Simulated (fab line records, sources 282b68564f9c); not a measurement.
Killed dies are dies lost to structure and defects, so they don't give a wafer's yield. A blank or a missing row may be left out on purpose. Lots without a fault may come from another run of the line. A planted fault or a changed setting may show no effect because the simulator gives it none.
fab line records | flow rit_cmos
record lots=14 wafers=42 last_day=7
route steps=202 shown REOX@101 M1@202
lots that met no fault: from a run of the same line without faults
start_h: hours from the record's first day to the start of the lot's first wafer shown | wait_h: hours since the lot's step before | " the same as in the row above | L1.1+2: a row that stands for several wafers | - no value, or no start given | * or withheld: withheld | < > ~ a bound
route shown NAME@n: a module of which the file shows steps, and the number in the route of the first | usual: mean/standard deviation of fault-free wafers | same: alike in all rows | chamber/n: place in a boat | sites: the reading at each site | _std_site: their standard deviation | _edge_site: outer sites' mean less inner sites' | radius_mm: how far each site lies from the wafer's centre | mask NAME#n: copy n | behind: the tool/chamber that last shaped the wafer | hold: why the lot was held/for how many hours/how that ended | device: the transistor (n, p or np) that didn't switch | end of line: the same wafers' tests at the end of the route | a step without rows: its recipe alone | killed: dies lost to structure and defects at the first sort, not the wafer's yield | map: a wafer's dies, x killed, . not, _ none there
set.NAME: the setting as run; set.NAME@STEP: as run at that earlier step | model.NAME: the simulator's own value behind a step, which no gauge read
steps of the route over a sample of lots; a table a step, a row a wafer
services: from which hour (start_h, from the record's first day; less than 0 if before it) a tool's chamber was out of use, for how many hours, and why
## steps
# step RIT_REOX_OXIDATION_03
# recipe temp_c=900 ambient=O2 target_thk_a=252 ox_time_s=5580
# usual ox_time_s=5580/0 spike_tc_source_C=924.4/1.4 tube_center_temp_C_max=902.4/0.39
# columns lot.wafer tool chamber start_h wait_h ox_time_s spike_tc_source_C tube_center_temp_C_max
L998.3 furnace-04 0 37.84 0.3 5580 924.4 902.8
L998.4 " 0 " " 5580 925.8 902.4
L998.5 " 0 " " 5580 926.1 902.3
L999.3 furnace-02 0 43.13 0.7 5580 926.5 902.5
L999.4 " 0 " " 5580 924.2 902.8
L999.6 " 0 " " 5580 923.8 902.2
L100.1 furnace-02 0 47.61 0.4 5580 925.1 901.9
L100.2 " 0 " " 5580 925.0 902.8
L100.6 " 0 " " 5580 924.4 902.3
L101.1 furnace-03 0 52.83 0.0 5580 922.5 902.8
L101.3 " 0 " " 5580 923.2 902.6
L101.5 " 0 " " 5580 923.5 903.1
L102.2 furnace-04 0 59.12 0.0 5580 925.4 902.3
L102.4 " 0 " " 5580 925.4 902.4
L102.5 " 0 " " 5580 926.8 902.3
L104.3 furnace-03 0 66.96 0.0 5580 924.2 902.7
L104.4 " 0 " " 5580 924.1 901.8
L104.6 " 0 " " 5580 923.0 902.4
L106.2 furnace-04 0 78.33 0.7 5580 925.8 901.6
L106.3 " 0 " " 5580 925.3 902.0
L106.4 " 0 " " 5580 924.6 902.9
L107.4 furnace-03 0 84.19 0.0 8091 924.2 901.9
L107.5 " 0 " " 8091 921.4 902.7
L107.6 " 0 " " 8091 924.0 901.9
L110.3 furnace-03 0 99.44 0.8 8091 922.3 902.4
L110.4 " 0 " " 8091 924.3 902.4
L110.5 " 0 " " 8091 921.0 901.9
L112.1 furnace-02 0 108.01 0.0 5580 925.2 902.6
L112.2 " 0 " " 5580 923.4 902.1
L112.6 " 0 " " 5580 924.1 902.4
L114.2 furnace-04 0 118.63 0.0 5580 925.2 902.4
L114.3 " 0 " " 5580 926.1 903.1
L114.5 " 0 " " 5580 924.8 902.5
L115.4 furnace-02 0 123.42 0.0 5580 924.0 902.1
L115.5 " 0 " " 5580 923.5 902.1
L115.6 " 0 " " 5580 924.3 902.5
L116.3 furnace-02 0 128.07 0.4 5580 922.2 902.3
L116.5 " 0 " " 5580 924.7 902.4
L116.6 " 0 " " 5580 924.7 902.4
L119.1 furnace-04 0 143.45 0.0 5580 924.5 902.2
L119.4 " 0 " " 5580 927.1 901.6
L119.6 " 0 " " 5580 925.9 902.0
# step RIT_REOX_THK_MEAS_04
# recipe reads=SiO2_of_REOX_OXIDATION_03
# usual REOX_OXIDE_THK=25.3/0.35
# columns lot.wafer tool chamber start_h wait_h REOX_OXIDE_THK[nm]
L998.3 film_metro-03 - 40.41 0.0 24.9
L998.4 " - " " 25.1
L998.5 " - " " 25.5
L999.3 film_metro-03 - 45.70 0.0 24.7
L999.4 " - " " 24.6
L999.6 " - " " 24.5
L100.1 film_metro-03 - 50.16 0.0 24.9
L100.2 " - " " 25.1
L100.6 " - " " 25.2
L101.1 film_metro-04 - 55.38 0.0 25.3
L101.3 " - " " 25.2
L101.5 " - " " 25.4
L102.2 film_metro-01 - 61.68 0.0 25.2
L102.4 " - " " 25.7
L102.5 " - " " 25.6
L104.3 film_metro-04 - 69.53 0.0 25.5
L104.4 " - " " 25.7
L104.6 " - " " 25.9
L106.2 film_metro-03 - 80.89 0.0 26.0
L106.3 " - " " 25.7
L106.4 " - " " 26.0
L107.4 film_metro-01 - 86.77 0.0 32.9
L107.5 " - " " 32.2
L107.6 " - " " 32.2
L110.3 film_metro-04 - 102.01 0.0 32.9
L110.4 " - " " 32.8
L110.5 " - " " 32.5
L112.1 film_metro-03 - 110.56 0.0 25.0
L112.2 " - " " 24.8
L112.6 " - " " 24.8
L114.2 film_metro-03 - 121.19 0.0 25.3
L114.3 " - " " 25.4
L114.5 " - " " 25.2
L115.4 film_metro-04 - 126.00 0.0 25.5
L115.5 " - " " 25.7
L115.6 " - " " 25.2
L116.3 film_metro-03 - 130.64 0.0 25.4
L116.5 " - " " 25.6
L116.6 " - " " 25.1
L119.1 film_metro-01 - 146.00 0.0 25.5
L119.4 " - " " 26.0
L119.6 " - " " 25.6
# step RIT_M1_PROBE_99
# usual killed_at_M0_to_M3=0.0/0.12 killed_at_contacts=0.1/0.35 killed_at_front_end=6.6/2.7 killed_dies=6.7/2.8 killed_open=3.4/2.1 killed_short=3.3/1.8
# same gross_dies=264 killed_at_M4_up=0 killed_at_back_side=0 killed_at_other=0
# columns lot.wafer tool chamber start_h wait_h killed_at_M0_to_M3 killed_at_contacts killed_at_front_end killed_dies killed_open killed_short
L104.3 prober-02 - 87.06 0.2 0 0 10 10 5 5
L104.4 prober-02 - 87.11 0.2 0 1 7 8 6 2
L104.6 prober-02 - 87.21 0.2 0 0 10 10 3 7
L107.4 prober-01 - 103.82 0.2 0 0 8 8 7 1
L107.5 prober-01 - 103.87 0.2 0 0 5 5 4 1
L107.6 prober-01 - 103.92 0.2 0 1 12 13 8 5
# killed by level:class
L104.3 GATE:geometric_particle:open=3 REOX:geometric_particle:open=2 SILICIDE:geometric_particle:short=2 FOX1:geometric_particle:short=1 GATE:geometric_particle:short=1 REOX:geometric_particle:short=1
L104.4 GATE:geometric_particle:open=2 REOX:geometric_particle:open=2 GATE:geometric_particle:short=1 REOX:geometric_particle:short=1 SPACER:geometric_particle:open=1 CONTACT:geometric_particle:open=1
L104.6 SPACER:geometric_particle:short=5 FOX1:geometric_particle:short=2 FOX1:geometric_particle:open=1 FOX2:geometric_particle:open=1 SILICIDE:geometric_particle:open=1
L107.4 GATE:geometric_particle:open=4 FOX1:geometric_particle:open=2 GATE:geometric_particle:short=1 SPACER:geometric_particle:open=1
L107.5 GATE:geometric_particle:open=2 FOX1:geometric_particle:open=1 GATE:geometric_particle:short=1 SPACER:geometric_particle:open=1
L107.6 GATE:geometric_particle:open=3 GATE:geometric_particle:short=3 FOX1:geometric_particle:open=2 FOX2:geometric_particle:short=1 REOX:geometric_particle:open=1 SPACER:geometric_particle:short=1 SILICIDE:geometric_particle:open=1 CONTACT:geometric_particle:open=1
## services
# columns tool chamber start_h hours kind
furnace-02 - 35.53 3.6 pm
furnace-03 - 41.62 4.6 pm
furnace-04 - 98.79 4.0 pm
furnace-04 - 126.83 3.5 pm
furnace-04 - 135.02 4.9 pm
## key
first_sign step=RIT_REOX_OXIDATION_03 reading=ox_time_s direction=up sigmas=99+ usual=* struck=*
effect step=RIT_REOX_THK_MEAS_04 reading=REOX_OXIDE_THK direction=up sigmas=21 usual=25.3 struck=32.6
met_at RIT_REOX_OXIDATION_03
struck_lots L107,L110
tester_left_out L107,L110
onset_between 66.96 84.19
fault kind=process_parameter_drift tool=furnace-03 chamber=- onset_h=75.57 steps=RIT_REOX_OXIDATION_03 channel=ox_time_s offset=* shape=step end_h=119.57 acts_in=* stated=*
# tester_left_out: of these lots the tester's yield and bins aren't shown, on N5 and GAA mostly nor the transistor test; their killed dies are dies lost to structure and defects alone, not to doping, threshold or leakage, so they don't give the yield
